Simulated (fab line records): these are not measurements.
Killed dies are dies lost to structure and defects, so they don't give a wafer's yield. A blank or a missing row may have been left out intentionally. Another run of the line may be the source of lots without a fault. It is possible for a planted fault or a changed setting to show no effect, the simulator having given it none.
fab line records    flow rit_cmos
record lots=14  wafers=42  last_day=7
route steps=202 shown PRETRO@73 M1@202
lots with no fault: from the same line, run without faults
start_h: start of the lot's first displayed wafer, in hours after the record's first day    wait_h: hours elapsed since this lot's preceding step    " same as the row above    L1.1+2: a row that stands for several wafers    - value missing, or start not given    * or withheld: withheld    < > ~ a bound
route shown NAME@n: names a module that has steps shown in the file, with the first one's number in the route    usual: the fault-free wafers' mean and standard deviation    same: alike in all rows    chamber/n: place in a boat    sites: per-site readings    _std_site: how widely they spread, as a standard deviation    _edge_site: inner sites' mean taken away from outer sites' mean    radius_mm: for every site, how far away it sits from the centre of the wafer    mask NAME#n: copy n    behind: the most recent tool/chamber to have shaped the wafer    hold: why the lot was held/for how many hours/how that ended    device: names the non-switching transistor (n, p or np)    end of line: at the end of the route, the tests of the same wafers    a step given without rows: its recipe and nothing more    killed: the dies lost at the first sort to structure and to defects; this is not the yield of the wafer    map: dies across one wafer; x = killed, . = not, _ = none there
set.NAME: the setting as run; set.NAME@STEP: as run at that earlier step    model.NAME: the simulator's own value behind a step, which no gauge read
one table for each step of the route and one row for each wafer, over a sample of lots
services: a tool's chamber out of use, with start hour (start_h, from the record's first day; less than 0 if before it), hours out, and reason
## steps
# step RIT_PRETRO_STRIP_09
# recipe chemistry=O2  time_s=180  resist=NOVOLAK  platen_temp_c=withheld  power_w=500  pressure_mtorr=4000  o2_flow_sccm=4000
# usual chamber_pressure_mTorr=4000/3.5  drypump_motor_current_A=5.98/0.29
lot.wafer  tool             chamber  start_h  wait_h  chamber_pressure_mTorr  drypump_motor_current_A  rf_hours_counter_h
L623.1     plasma_asher-04  0        41.02    0.1     4004                    6.30                     25
L623.4     "                1        "        "       4000                    5.61                     -
L623.5     "                1        "        "       3998                    5.61                     -
L624.2     plasma_asher-03  0        43.62    0.1     3999                    5.94                     44
L624.4     "                0        "        "       3998                    5.93                     -
L624.6     "                0        "        "       3997                    5.92                     -
L626.2     plasma_asher-04  0        57.34    0.1     4005                    6.32                     26
L626.3     "                0        "        "       3997                    6.31                     -
L626.6     "                0        "        "       3999                    6.26                     -
L627.1     plasma_asher-04  0        61.40    0.1     3997                    6.30                     27
L627.4     "                0        "        "       3995                    6.33                     -
L627.6     "                1        "        "       4002                    5.57                     -
L630.2     plasma_asher-03  0        78.59    0.1     4001                    5.93                     47
L630.4     "                1        "        "       3997                    6.31                     -
L630.6     "                0        "        "       3998                    5.94                     -
L632.1     plasma_asher-03  1        86.27    0.1     4000                    6.30                     48
L632.2     "                0        "        "       3999                    5.94                     48
L632.3     "                1        "        "       3997                    6.27                     -
L633.2     plasma_asher-04  0        92.02    0.1     4002                    6.31                     30
L633.3     "                0        "        "       4000                    6.31                     -
L633.6     "                1        "        "       4002                    5.59                     -
L634.1     plasma_asher-03  1        97.88    0.1     -                       -                        -
L634.2     "                0        "        "       -                       -                        -
L634.3     "                0        "        "       -                       -                        -
L635.2     plasma_asher-04  1        98.75    0.1     -                       -                        -
L635.3     "                1        "        "       -                       -                        -
L635.5     "                1        "        "       -                       -                        -
L636.1     plasma_asher-03  1        103.85   0.1     3998                    6.30                     50
L636.2     "                0        "        "       4004                    5.93                     50
L636.3     "                1        "        "       4003                    6.28                     -
L640.1     plasma_asher-03  0        126.24   0.1     4001                    5.94                     52
L640.2     "                1        "        "       4006                    6.29                     52
L640.5     "                0        "        "       3997                    5.95                     -
L641.1     plasma_asher-04  1        131.39   0.1     4001                    5.56                     34
L641.2     "                0        "        "       4004                    6.28                     34
L641.4     "                0        "        "       4000                    6.31                     -
L643.1     plasma_asher-04  0        140.89   0.1     4001                    6.28                     35
L643.3     "                1        "        "       4001                    5.56                     -
L643.6     "                0        "        "       4002                    6.31                     -
L644.3     plasma_asher-03  1        145.74   0.2     3997                    6.32                     -
L644.5     "                0        "        "       4001                    5.95                     -
L644.6     "                1        "        "       4000                    6.30                     -
# step RIT_M1_PROBE_99
# usual killed_at_contacts=0.1/0.31  killed_at_front_end=7/3  killed_dies=7/3  killed_on_rim=1.8/1.2  killed_open=3.2/1.9  killed_short=3.6/2.2
# same gross_dies=264  killed_at_M0_to_M3=0  killed_at_M4_up=0  killed_at_back_side=0  killed_at_other=0
lot.wafer  tool       chamber  start_h  wait_h  killed_at_contacts  killed_at_front_end  killed_dies  killed_on_rim  killed_open  killed_short
L634.1     prober-02  -        123.99   0.1     0                   264                  264          70             1            6
L634.2     prober-02  -        124.04   0.1     0                   264                  264          70             5            6
L634.3     prober-02  -        124.09   0.2     0                   264                  264          70             4            6
L635.2     prober-01  -        127.16   0.1     0                   264                  264          70             5            5
L635.3     prober-01  -        127.21   0.2     1                   263                  264          70             4            1
L635.5     prober-01  -        127.31   0.2     0                   264                  264          70             4            2
# killed by level:class
L634.1 GATE:area_oxidation=257 FOX1:geometric_particle:short=3 SPACER:geometric_particle:short=2 FOX1:geometric_particle:open=1 GATE:geometric_particle:short=1
L634.2 GATE:area_oxidation=253 FOX2:geometric_particle:open=2 FOX2:geometric_particle:short=2 GATE:geometric_particle:short=2 FOX1:geometric_particle:open=1 GATE:geometric_particle:open=1 REOX:geometric_particle:short=1 REOX:geometric_particle:open=1
L634.3 GATE:area_oxidation=254 GATE:geometric_particle:short=3 FOX2:geometric_particle:open=2 FOX2:geometric_particle:short=1 GATE:geometric_particle:open=1 REOX:geometric_particle:open=1 SPACER:geometric_particle:short=1 SILICIDE:geometric_particle:short=1
L635.2 GATE:area_oxidation=254 SILICIDE:geometric_particle:open=3 SILICIDE:geometric_particle:short=2 FOX2:geometric_particle:open=1 FOX2:geometric_particle:short=1 GATE:geometric_particle:short=1 REOX:geometric_particle:open=1 REOX:geometric_particle:short=1
L635.3 GATE:area_oxidation=259 GATE:geometric_particle:open=2 REOX:geometric_particle:open=1 SILICIDE:geometric_particle:open=1 CONTACT:geometric_particle:short=1
L635.5 GATE:area_oxidation=258 GATE:geometric_particle:open=2 GATE:geometric_particle:short=2 REOX:geometric_particle:open=1 SILICIDE:geometric_particle:open=1
## services
tool             chamber  start_h  hours  kind
plasma_asher-04  -        84.26    1.3    repair
plasma_asher-04  -        103.48   2.8    pm
## key
first_sign step=RIT_PRETRO_STRIP_09  reading=tool_record  direction=missing
effect step=RIT_M1_PROBE_99  reading=killed_at_front_end  direction=up  sigmas=85  usual=7  struck=264
more_kills_born_at RIT_GATE_OXIDATION_05@furnace-04=1535
met_at RIT_PRETRO_STRIP_09
struck_lots L634,L635
later_rows_left_out L634.1,L634.2,L634.3,L635.2,L635.3,L635.5
tester_left_out L634,L635
onset_between 92.02 97.88
fault kind=skipped_step_whole  tool=plasma_asher-03,plasma_asher-04  chamber=-  onset_h=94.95  steps=RIT_PRETRO_STRIP_09  scope=struck_lots_only
# tester_left_out: of these lots the tester's yield and bins aren't shown, on N5 and GAA mostly nor the transistor test; their killed dies are dies lost to structure and defects alone, not to doping, threshold or leakage, so they don't give the yield
# later_rows_left_out: the simulator's readings of these wafers behind a module that went badly wrong aren't trusted and aren't shown, but for the sort
